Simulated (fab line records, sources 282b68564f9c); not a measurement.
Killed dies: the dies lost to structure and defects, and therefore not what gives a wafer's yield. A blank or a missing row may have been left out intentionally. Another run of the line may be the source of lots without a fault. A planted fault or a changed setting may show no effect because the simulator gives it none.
Comparing a struck lot with a sound one	flow rit_cmos	16 steps out of a route of 202
Sound: wafers L301.2, L301.3, L301.5. Wafers struck: L305.2, L305.3, L305.4. Last of all comes the cause.
Order at every step that has rows: each side's tool, ch and its chambers, its first start. Under that, the readings that differ: sound wafers	struck wafers	difference of the means	sigmas: that difference in standard deviations of wafers without a fault.
alike: readings whose means differ by less than 2 such deviations, and words and numbers that are the same on both sides. not compared: withheld readings, readings that some wafer has no value for, bounds like >300 that may hide the same value, and numbers for which the record gives no deviation and whose values overlap.
Wherever a step has rows on one side only, a row that says differs or no value, or a row with sigmas, the two part there. When numbers do not overlap yet have no deviation, they are printed without sigmas and do not part them. A reading missing from all wafers of one side parts the sides only when that side holds two or more wafers.

first, 4 steps without rows for these wafers: RIT_ACTIVE_SOFTBAKE_07 (time 60 s); RIT_ACTIVE_EXPOSE_08 (exposes mask M1, target cd 1400 nm); RIT_ACTIVE_PEB_09; RIT_ACTIVE_DEVELOP_10 (develop time 50 s).
RIT_ACTIVE_CD_MEAS_11: target cd 1400 nm.
  struck on cd_sem-02, day 4 12:38; sound on cd_sem-02, day 3 22:39
  alike: cd_nm
then, 1 step without rows for these wafers: RIT_ACTIVE_HARDBAKE_12 (time 60 s).
RIT_ACTIVE_ETCH_13: etches Si3N4 in SF6, stops on SiO2, time 210 s, target depth 210 nm.
  sound on rie_diel-01 ch 1,2, day 3 22:54; struck on rie_diel-04 ch 0,1,2, day 4 12:53
  alike: SF6_flow_sccm, drypump_motor_current_A, oes_product_au, throttle_valve_pct
  not compared: rf_hours_counter_h
RIT_ACTIVE_STRIP_14: strips in O2, time 180 s.
  sound on plasma_asher-01 ch 0,1, day 3 23:02; struck on plasma_asher-02 ch 0,1, day 4 13:01
  alike: drypump_motor_current_A
  not compared: rf_hours_counter_h
RIT_ACTIVE_CD_MEAS_90: target cd 1400 nm.
  struck on cd_sem-02, day 4 13:13; sound on cd_sem-02, day 3 23:13
  alike: cd_nm
then, 3 steps without rows for these wafers: RIT_ACTIVE_CLEAN_15 (cleans in SC1, time 600 s); RIT_ACTIVE_CLEAN_16 (cleans in dHF, time 30 s); RIT_ACTIVE_CLEAN_17 (cleans in SC2, time 600 s).
RIT_FOX1_OXIDATION_00: target thk 350.7 nm, ox time 1130 s.
  sound on furnace-03 ch 0, day 3 23:41; struck on furnace-03 ch 0, day 4 14:40
reading	sound	struck	difference	sigmas
spike_tc_centre_C (C)	1102.5 1103.3 1101.9	1076.7 1077.5 1078.0	-25.2	-23
spike_tc_load_C (C)	1131 1131 1132	1106 1105 1105	-26	-7
spike_tc_source_C (C)	1127.9 1127.3 1127.7	1102.3 1104.1 1102.4	-24.7	-19
tube_center_temp_C (C)	1100.1 1099.9 1100.1	1074.9 1075.1 1075	-25.0	-99 or more
tube_center_temp_C_max	1102.9 1102.8 1102.9	1077.5 1077.6 1077.4	-25.4	-54
model.SiO2_of_FOX1_OXIDATION_00.thk_nm (nm)	346 346.6 348.2	313.7 315.6 308.4	-34.4	
RIT_FOX1_THK_MEAS_01:
  struck on film_metro-02, day 4 15:59; sound on film_metro-03, day 4 01:01
reading	sound	struck	difference	sigmas
FOX1_OXIDE_THK (nm)	346 347 348	313 316 308	-35	-4
then, 1 step without rows for these wafers: RIT_FOX1_WET_ETCH_02 (etches SiO2 in BOE, target depth 350 nm, time 390 s).
-- the record jumps here: 3 days lie between the struck wafers' starts before and after (it left off in module FOX1 and takes up again in module M1, whose first step shown is number 202 of the route) --
RIT_M1_PROBE_99:
  struck on prober-02, day 7 14:47; sound on prober-02, day 5 19:09
reading	sound	struck	difference	sigmas
killed_short	7 9 1	1 2 1	-4	-2
model.etest.nplus_sal.width_nm (nm)	3438 3440 3448	3498 3489 3465	+42	
model.etest.pplus_sal.width_nm (nm)	3461 3440 3441	3467 3501 3484	+37	
model.etest.nldd.width_nm (nm)	3175 3148 3172	3213 3197 3194	+36	
model.etest.pldd.width_nm (nm)	3167 3184 3144	3216 3202 3187	+37	
  alike: killed_at_contacts, killed_at_front_end, killed_dies, killed_open

== WHERE THEY PART ==
Last at RIT_M1_PROBE_99 as far as this record goes, first at RIT_FOX1_OXIDATION_00.

WHY: what had been put in by the simulator
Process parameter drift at RIT_FOX1_OXIDATION_00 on furnace-03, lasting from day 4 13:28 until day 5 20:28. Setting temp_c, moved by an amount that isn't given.
